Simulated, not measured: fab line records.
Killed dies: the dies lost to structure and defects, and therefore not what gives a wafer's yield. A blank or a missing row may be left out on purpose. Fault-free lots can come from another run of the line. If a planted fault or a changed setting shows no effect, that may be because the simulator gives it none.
Split-lot study | flow berkeley cmos170 | route with 331 steps; 5 lots, 23 wafers read

== SPLIT DETAILS ==
At UCB170_ACTIVE_PEB_11, the setting peb temp c was moved away from the recipe's 130 C on 4 of the 23 wafers read, by -2.3% to -1.2%. This setting was run at the recipe's value on the other wafers.

== FROM THE SPLIT TO THE READING: what the file shows between them, 4 steps ==
- UCB170_ACTIVE_DEVELOP_12: develop time 45 s
- UCB170_ACTIVE_CD_MEAS_13: target cd 1200 nm
- UCB170_ACTIVE_ETCH_15: etches Si3N4 in CH3F/Ar/O2, stops on SiO2, target depth 242 nm, time 151 s
- UCB170_ACTIVE_STRIP_16: strips in O2

== THE READING ==
cd nm at UCB170_ACTIVE_CD_MEAS_90, given in nm (cd target 1200 nm). Typical for fault-free wafers on this fab line: 1199.7 nm, with standard deviation 1.2 nm.

wafer  | tool, chamber at the split | peb temp c as run, C | against the recipe | cd nm, nm | against lot-mates on the recipe
L076.3 | litho track-02, 0          | 130                  | recipe             | 1199.8    | -
L076.5 | litho track-02, 0          | 130                  | recipe             | 1199.4    | -
L076.6 | litho track-02, 0          | 130                  | recipe             | 1200.2    | -
L077.1 | litho track-04, 0          | 130                  | recipe             | 1189.4    | -
L077.2 | litho track-04, 0          | 128.4                | -1.2%              | 1211.5    | +15.8
L077.3 | litho track-04, 0          | 130                  | recipe             | 1198.4    | -
L077.5 | litho track-04, 0          | 128.4                | -1.2%              | 1199.4    | +3.7
L077.6 | litho track-04, 0          | 130                  | recipe             | 1199.3    | -
L080.1 | litho track-01, 0          | 130                  | recipe             | 1198.2    | -
L080.2 | litho track-01, 0          | 130                  | recipe             | 1198.3    | -
L080.3 | litho track-01, 0          | 130                  | recipe             | 1198.2    | -
L080.4 | litho track-01, 0          | 130                  | recipe             | 1198.4    | -
L080.5 | litho track-01, 0          | 130                  | recipe             | 1198.0    | -
L078.1 | litho track-02, 0          | 130                  | recipe             | 1199.0    | -
L078.3 | litho track-02, 0          | 130                  | recipe             | 1198.3    | -
L078.4 | litho track-02, 0          | 127                  | -2.3%              | 1222.0    | +23.0
L078.5 | litho track-02, 0          | 130                  | recipe             | 1199.6    | -
L078.6 | litho track-02, 0          | 127                  | -2.3%              | 1221.9    | +22.9
L083.2 | litho track-04, 0          | 130                  | recipe             | 1198.7    | -
L083.3 | litho track-04, 0          | 130                  | recipe             | 1199.3    | -
L083.4 | litho track-04, 0          | 130                  | recipe             | 1205.4    | -
L083.5 | litho track-04, 0          | 130                  | recipe             | 1200.6    | -
L083.6 | litho track-04, 0          | 130                  | recipe             | 1206.0    | -

THE FIT
A straight line over all 23 wafers: cd nm changes by -8.92 nm for each +1% of peb temp c; r = -0.86; the points scatter about the line by 3.9 nm.
The same after taking each lot's own level away (the mean of its wafers on the recipe; 23 wafers): -9.56 nm for each +1%; r = -0.92; scatter 3 nm.
On that fit, the largest move of peb temp c shifts the reading by 22 nm.
Across the lots, their own levels run from 1195.70 to 1202.00 nm, a range of 5.2 times the standard deviation given above.
Consequently the slope shifts little with the lot-to-lot level, the two slopes agreeing.
Check: for one of the wafers moved furthest among these (-2.3%), held out of the fit, the line's prediction against its lot-mates is +21.3 nm. Against them it came out at +23 nm.

== THE OTHER SPLITS THESE WAFERS WENT THROUGH ==
Before the reading, these wafers also passed through other splits. Each is held against what the fit with the lots' levels taken away leaves over:
other split on the same wafers     | wafers away from the commonest value | r with cd nm (lot level and that fit taken away)
UCB170_START_OXIDATION_02 temp c   | 15                                   | -0.09
UCB170_NWELL_COAT_07 resist thk nm | 12                                   | +0.12
UCB170_NWELL_IMPLANT_14 dose cm2   | 11                                   | +0.09
UCB170_PWELL_ETCH_14 time s        | 10                                   | +0.03
UCB170_PWELL_IMPLANT_15 energy kev | 2                                    | +0.13
UCB170_ACTIVE_EXPOSE_10 dose mj    | 4                                    | -0.83

== THE WHOLE CHAIN: every reading that the file lists as answering this split, in the file's order ==
step                     | what it does                                                               | reading                                                       | change (the file's fit)              | r (the file's)
UCB170_ACTIVE_CD_MEAS_13 | target cd 1200 nm                                                          | cd nm                                                         | -9.73 nm for each +1% of the setting | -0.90
UCB170_ACTIVE_ETCH_15    | etches Si3N4 in CH3F/Ar/O2, stops on SiO2, target depth 242 nm, time 151 s | ACTIVE.cd nm (the simulator's own value, which no gauge read) | -9.53 nm for each +1% of the setting | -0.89
UCB170_ACTIVE_CD_MEAS_90 | target cd 1200 nm                                                          | cd nm                                                         | -9.51 nm for each +1% of the setting | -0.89

== THE FILE'S OWN FIT ==
cd nm changes by -9.51 nm for each +1% of peb temp c, r = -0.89.
